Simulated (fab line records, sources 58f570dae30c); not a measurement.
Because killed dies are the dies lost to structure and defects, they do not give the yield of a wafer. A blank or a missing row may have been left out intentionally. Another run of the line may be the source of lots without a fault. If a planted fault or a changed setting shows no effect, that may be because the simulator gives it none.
The tool behind it: which one? + flow berkeley_cmos170 + 14 lots, 42 wafers sampled, at 4 steps of a route of 331

## WHAT EACH GAUGE READ, for each wafer
UCB170_SDANNEAL_RS_MEAS_02: measurement is done with a four-point probe.
| lot  | measured     | on            | PSD_RS (ohm/sq)      |
|------|--------------|---------------|----------------------|
| L263 | day 8 08:15  | film_metro-02 | 75.37 75.78 75.16    |
| L262 | day 8 08:59  | film_metro-04 | 75.35 75.19 75.08    |
| L264 | day 8 21:20  | film_metro-02 | 75.55 75.56 75.62    |
| L265 | day 8 21:49  | film_metro-01 | 75.74 75.56 75.69    |
| L268 | day 9 11:58  | film_metro-01 | 75.90 75.78 75.61    |
| L266 | day 9 14:36  | film_metro-02 | 74.96 75.05 75.10    |
| L267 | day 9 14:36  | film_metro-04 | 75.52 75.29 75.51    |
| L269 | day 9 14:44  | film_metro-01 | 76.31 75.78 75.66    |
| L274 | day 11 09:07 | film_metro-04 | 75.48 75.37 75.12    |
| L278 | day 12 06:29 | film_metro-02 | 105.48 104.94 105.28 |
| L277 | day 12 06:56 | film_metro-01 | 105.50 105.41 105.43 |
| L281 | day 12 08:44 | film_metro-01 | 75.48 75.44 75.62    |
| L282 | day 13 23:58 | film_metro-02 | 75.79 75.90 76.08    |
| L284 | day 14 08:34 | film_metro-02 | 75.62 75.58 75.48    |

UCB170_SDANNEAL_RS_MEAS_03: measurement is done with a four-point probe.
| lot  | measured     | on            | NSD_RS (ohm/sq)   |
|------|--------------|---------------|-------------------|
| L263 | day 8 08:22  | film_metro-02 | 37.27 37.31 37.29 |
| L262 | day 8 09:06  | film_metro-04 | 37.27 37.24 37.35 |
| L264 | day 8 21:28  | film_metro-02 | 37.35 37.29 37.28 |
| L265 | day 8 21:56  | film_metro-01 | 37.47 37.48 37.30 |
| L268 | day 9 12:05  | film_metro-01 | 37.21 37.29 37.25 |
| L266 | day 9 14:43  | film_metro-02 | 37.14 37.24 37.10 |
| L267 | day 9 14:43  | film_metro-04 | 37.25 37.32 37.26 |
| L269 | day 9 14:51  | film_metro-01 | 37.43 37.39 37.43 |
| L274 | day 11 09:14 | film_metro-04 | 37.22 37.30 37.20 |
| L278 | day 12 06:36 | film_metro-02 | 40.67 40.57 40.60 |
| L277 | day 12 07:04 | film_metro-01 | 40.57 40.60 40.66 |
| L281 | day 12 08:52 | film_metro-01 | 37.31 37.33 37.29 |
| L282 | day 14 00:05 | film_metro-02 | 37.31 37.33 37.36 |
| L284 | day 14 08:41 | film_metro-02 | 37.19 37.14 37.11 |

UCB170_SDANNEAL_RS_MEAS_04: measurement is done with a four-point probe.
| lot  | measured     | on            | PLDD_RS (ohm/sq)     |
|------|--------------|---------------|----------------------|
| L263 | day 8 08:29  | film_metro-02 | 1031.5 1037.2 1033.6 |
| L262 | day 8 09:13  | film_metro-04 | 1030.8 1033.8 1030.0 |
| L264 | day 8 21:35  | film_metro-02 | 1030.9 1031.9 1030.9 |
| L265 | day 8 22:04  | film_metro-01 | 1034.4 1035.5 1037.8 |
| L268 | day 9 12:13  | film_metro-01 | 1029.8 1024.9 1025.3 |
| L266 | day 9 14:50  | film_metro-02 | 1031.0 1029.0 1031.3 |
| L267 | day 9 14:50  | film_metro-04 | 1031.1 1028.9 1031.8 |
| L269 | day 9 14:58  | film_metro-01 | 1030.4 1031.8 1033.3 |
| L274 | day 11 09:22 | film_metro-04 | 1031.1 1030.1 1029.2 |
| L278 | day 12 06:43 | film_metro-02 | 1053.9 1052.3 1051.1 |
| L277 | day 12 07:11 | film_metro-01 | 1048.5 1045.1 1048.2 |
| L281 | day 12 08:59 | film_metro-01 | 1027.7 1029.6 1029.8 |
| L282 | day 14 00:12 | film_metro-02 | 1033.0 1033.3 1032.3 |
| L284 | day 14 08:48 | film_metro-02 | 1029.1 1030.6 1032.1 |

## TOOL THAT RAN EACH LOT (tool first, then ch and the chambers of the sampled wafers, then the start)
| lot  | UCB170_SDANNEAL_RTA_01           |
|------|----------------------------------|
| L263 | rtp_anneal-02 ch 0, day 8 08:11  |
| L262 | rtp_anneal-01 ch 0, day 8 08:55  |
| L264 | rtp_anneal-02 ch 0, day 8 21:16  |
| L265 | rtp_anneal-01 ch 0, day 8 21:46  |
| L268 | rtp_anneal-02 ch 0, day 9 11:55  |
| L266 | rtp_anneal-01 ch 0, day 9 14:32  |
| L267 | rtp_anneal-02 ch 0, day 9 14:32  |
| L269 | rtp_anneal-02 ch 0, day 9 14:40  |
| L274 | rtp_anneal-02 ch 0, day 11 09:02 |
| L278 | rtp_anneal-01 ch 0, day 12 06:25 |
| L277 | rtp_anneal-01 ch 0, day 12 06:52 |
| L281 | rtp_anneal-02 ch 0, day 12 08:41 |
| L282 | rtp_anneal-02 ch 0, day 13 23:54 |
| L284 | rtp_anneal-02 ch 0, day 14 08:30 |
- UCB170_SDANNEAL_RTA_01: time 5 s.

## WHAT THE TOOLS THEMSELVES READ (means of the sampled wafers that have a number; where no wafer has one, the mark that the record gives instead)
UCB170_SDANNEAL_RTA_01.
| lot  | tool          | lamp_power_pct (%) | wafer_temp_C_max |
|------|---------------|--------------------|------------------|
| L263 | rtp_anneal-02 | 36.6               | 1052.5           |
| L262 | rtp_anneal-01 | 42.0               | 1054.9           |
| L264 | rtp_anneal-02 | 36.6               | 1053.1           |
| L265 | rtp_anneal-01 | 42.1               | 1055.1           |
| L268 | rtp_anneal-02 | 36.6               | 1053.8           |
| L266 | rtp_anneal-01 | 42.0               | 1054.1           |
| L267 | rtp_anneal-02 | 36.6               | 1052.8           |
| L269 | rtp_anneal-02 | 36.6               | 1053.5           |
| L274 | rtp_anneal-02 | 36.6               | 1053.1           |
| L278 | rtp_anneal-01 | 42.1               | 1055.0           |
| L277 | rtp_anneal-01 | 42.1               | 1054.3           |
| L281 | rtp_anneal-02 | 36.6               | 1052.7           |
| L282 | rtp_anneal-02 | 36.6               | 1053.3           |
| L284 | rtp_anneal-02 | 36.6               | 1053.9           |

## THE ANSWER, worked out from the rows above alone
Rule: what is usual is taken from the lots themselves. The widest of any qualifying gaps counts: lots, ordered by their means at a reading, are off when they make up no more than a third of the lots, leave a main group of 4 or more, and stand apart from it by 3 or more times the standard deviation of that group's means. The tables above print the reading to a certain number of digits; a main group whose means all agree to those digits is not used. Also off: a lot with no number at a reading for which 4 or more lots have one. All remaining lots with rows at the step are treated as sound. After the gauges, taken in route order, come the tools' own readings; for these a lot's mean is taken, as printed above. The first step at which some lot is off is used, and at that step the reading that is off furthest; a lot without a number counts as furthest.
Off: L278, L277, at UCB170_SDANNEAL_RS_MEAS_02 (PSD_RS). The main group has a mean of 75.53 ohm/sq with a standard deviation of 0.26.
A tool fits if, at a process step before that reading, it ran every lot that is off, and no sound lot after the first of them. Gauges at UCB170_SDANNEAL_RS_MEAS_02: tried the same way as those tools. One fits: UCB170_SDANNEAL_RTA_01 on rtp_anneal-01. A fault onset in the window from L266 (day 9 14:32, its last sound lot) to L278 (day 12 06:25, its first lot off) fits.

## WHAT THE SIMULATOR PUT IN
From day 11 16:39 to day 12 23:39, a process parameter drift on rtp_anneal-01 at UCB170_SDANNEAL_RTA_01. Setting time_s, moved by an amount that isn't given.
Lots struck among those shown: L278, L277. The same result came from the rule above.
